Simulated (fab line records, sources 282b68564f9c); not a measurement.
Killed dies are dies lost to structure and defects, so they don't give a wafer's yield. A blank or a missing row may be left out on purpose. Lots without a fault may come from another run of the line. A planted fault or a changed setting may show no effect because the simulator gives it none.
One fault seen from 2 desks | flow rit_cmos | each desk has only its own numbers; what lay behind them comes last

THE METROLOGY DESK
What the gauges read, lot by lot, whatever tool the lot ran on: means of the sampled wafers that have a number. A lot is out of limits, marked OUT, if its mean lies more than 4 standard deviations from the usual mean; the brackets give that distance.
Columns: A = PWELL_OVL at RIT_PWELL_OVL_MEAS_06, usual 0.5 nm; B = PRETRO_TW at RIT_PRETRO_TW_MEAS_10, usual 478.0
lot  | first seen here | A    | B
L848 | day 2 04:35     | 2.0  | 482.2
L849 | day 2 08:40     | -0.1 | 483.5
L851 | day 2 20:31     | -1.0 | 473.5
L853 | day 3 05:18     | -0.0 | 475.5
L855 | day 3 14:28     | 1.1  | 479.2
L857 | day 4 05:43     | 1.0  | 480.4
L858 | day 4 06:36     | 1.8  | 476.4
L859 | day 4 10:07     | 0.6  | 478.3
L860 | day 4 15:13     | -0.8 | 477.0
L861 | day 4 21:02     | -1.6 | 478.1
L862 | day 5 01:00     | -2.7 | 479.5
L864 | day 5 10:48     | 0.9  | 479.5
L865 | day 5 16:04     | 1.0  | 476.5
L870 | day 6 19:01     | 1.6  | 477.8
This desk's finding: nothing out of limits on any of the 14 lots.

THE TOOL OWNER'S DESK: wet_bench-04
The tool's own readings at RIT_SPACER_CLEAN_00 (cleans in SC1, time 600 s): means of the sampled wafers that have a number, for each lot that ran on this tool. A lot is out of limits, marked OUT, if its mean lies more than 4 standard deviations from the usual mean; the brackets give that distance.
Columns: A = run_length_s at RIT_SPACER_CLEAN_00, usual 628 s
lot  | first seen here | A
L848 | day 3 05:35     | 625
L849 | day 3 07:44     | 626
L853 | day 4 02:08     | 633
L855 | day 4 12:28     | 626
L857 | day 5 02:33     | 626
L858 | day 5 03:08     | 624
L859 | day 5 08:06     | 625
L861 | day 5 18:18     | 508 (-32) OUT
L862 | day 5 21:33     | 500 (-34) OUT
This desk's finding: out of limits on L861, L862; first on L861, day 5 18:18 (run_length_s at RIT_SPACER_CLEAN_00). In limits: L848, L849, L853, L855, L857, L858, L859.

PUT TOGETHER
The tool owner's desk could have raised an alarm at day 5 18:18, on L861, L862.
The metrology desk saw nothing out of limits.
The metrology desk has L861, L862 on record, within its limits.
Of the lots named, all ran RIT_SPACER_CLEAN_00 on wet_bench-04.

WHAT THE SIMULATOR HAD PUT IN
Process parameter drift: wet_bench-04, from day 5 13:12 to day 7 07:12, at RIT_SPACER_CLEAN_00. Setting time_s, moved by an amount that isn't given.
Lots struck among those shown: L861, L862.
Hours from the fault's start to each desk's first reading out of limits: the tool owner's desk, 5.
